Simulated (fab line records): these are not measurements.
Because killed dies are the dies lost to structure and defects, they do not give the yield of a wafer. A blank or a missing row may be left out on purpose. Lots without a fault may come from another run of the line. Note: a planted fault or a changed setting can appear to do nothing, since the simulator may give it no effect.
Which tool is to blame? ; flow rit-cmos ; 14 lots, 42 wafers sampled, at 2 steps of a route of 202

== WHAT EACH GAUGE READ, for each wafer ==
The record lacks any reading of a measuring or inspecting step that a usual standard deviation could be used to judge.

== WHICH TOOL RAN EACH LOT (tool, then ch and the chambers of the sampled wafers, then the start) ==
lot;RIT_NLDD_STRIP_09;RIT_M1_PROBE_99
L316;plasma-asher-02 ch 0,1, day 2 22:59;prober-02, day 3 14:56
L317;plasma-asher-01 ch 0,1, day 3 02:00;prober-01, day 3 17:34
L318;plasma-asher-02 ch 0, day 3 05:51;prober-02, day 3 21:13
L321;plasma-asher-02 ch 0,1, day 3 21:02;prober-01, day 4 12:31
L323;plasma-asher-01 ch 0,1, day 4 08:51;prober-01, day 5 00:22
L324;plasma-asher-03 ch 0,1, day 4 11:14;prober-02, day 5 02:46
L325;plasma-asher-03 ch 0, day 4 15:38;prober-01, day 5 07:22
L328;plasma-asher-03 ch 0,1, day 5 07:10;prober-02, day 5 23:40
L329;plasma-asher-01 ch 0,1, day 5 12:01;prober-01, day 6 03:40
L330;plasma-asher-03 ch 0,1, day 5 17:01;prober-02, day 6 08:09
L332;plasma-asher-03 ch 0,1, day 6 03:32;prober-02, day 6 18:40
L334;plasma-asher-03 ch 0,1, day 6 11:44;prober-02, day 7 04:38
L335;plasma-asher-03 ch 0,1, day 6 17:13;prober-01, day 7 09:43
L338;plasma-asher-02 ch 0,1, day 7 08:35;prober-02, day 7 23:53
- RIT_NLDD_STRIP_09: strips in O2, time 180 s.
- RIT_M1_PROBE_99

== AS READ BY THE TOOLS THEMSELVES (means over the sampled wafers that have a number; for cases with no such wafer, the mark the record gives instead) ==
RIT_NLDD_STRIP_09. Usual: drypump-motor-current-A reads 5.7 A (standard deviation 0.33).
lot;tool;drypump-motor-current-A (A);flag
L316;plasma-asher-02;5.8;
L317;plasma-asher-01;5.3;
L318;plasma-asher-02;5.7;
L321;plasma-asher-02;6.0;
L323;plasma-asher-01;5.7;
L324;plasma-asher-03;5.7;
L325;plasma-asher-03;5.8;
L328;plasma-asher-03;5.7;
L329;plasma-asher-01;5.7;
L330;plasma-asher-03;5.7;
L332;plasma-asher-03;5.7;
L334;plasma-asher-03;5.7;
L335;plasma-asher-03;5.7;
L338;plasma-asher-02;6.0;

RIT_M1_PROBE_99. Usual: killed_at_M0_to_M3 0.0, standard deviation 0.14; killed-at-front-end 7, standard deviation 3.2; killed-dies 7, standard deviation 3.2; killed-on-rim 1.6, standard deviation 1.2; killed-open 3.2, standard deviation 2.1; killed-short 3.7, standard deviation 2.1.
lot;tool;killed_at_M0_to_M3;killed-at-front-end;killed-dies;killed-on-rim;killed-open;killed-short;flag
L316;prober-02;0.0;11;11;2.0;5.3;5.3;
L317;prober-01;0.0;5;5;1.0;2.0;2.7;
L318;prober-02;0.0;5;5;1.7;2.0;3.3;
L321;prober-01;0.0;8;8;2.3;4.3;3.7;
L323;prober-01;0.0;9;9;2.0;3.3;5.3;
L324;prober-02;0.0;5;5;1.3;2.3;2.7;
L325;prober-01;0.0;9;9;2.3;4.7;4.3;
L328;prober-02;0.3;7;7;0.7;3.7;3.3;
L329;prober-01;0.0;6;6;1.7;2.7;3.3;
L330;prober-02;0.0;2;2;1.0;1.7;0.3;
L332;prober-02;0.0;6;6;1.0;4.0;1.7;
L334;prober-02;0.0;17;17;7.7;2.7;2.7;OFF
L335;prober-01;0.0;22;22;8.0;4.7;6.0;OFF
L338;prober-02;0.0;7;7;2.0;2.3;4.7;

== THE ANSWER, worked out from the rows above alone ==
Rule: take the mean of a lot's wafers that have a number; if it is more than 3 standard deviations from the usual mean, the lot is off. A lot without any number at a reading at which 4 lots or more have one is off too. Any other lot the step has rows for is counted as sound. Order of review: gauges by route order, followed by the tools' own readings, for which a lot's mean as printed above is used. At the first step where some lot is off, the reading lying furthest off is the one used; lots without a number count as furthest.
Off at RIT_M1_PROBE_99 (killed-on-rim): L334, L335.
If a tool, at that step or one of the process steps before it, ran each lot that is off and ran no sound lot following the first of them, it fits. One fits: plasma-asher-03 at RIT_NLDD_STRIP_09. Its last sound lot is L332 (day 6 03:32), its first lot that is off L334 (day 6 11:44): a fault that began between those two fits.

== WHAT THE SIMULATOR HAD INSERTED ==
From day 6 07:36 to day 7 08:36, plasma-asher-03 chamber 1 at RIT_NLDD_STRIP_09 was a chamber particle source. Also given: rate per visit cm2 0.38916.
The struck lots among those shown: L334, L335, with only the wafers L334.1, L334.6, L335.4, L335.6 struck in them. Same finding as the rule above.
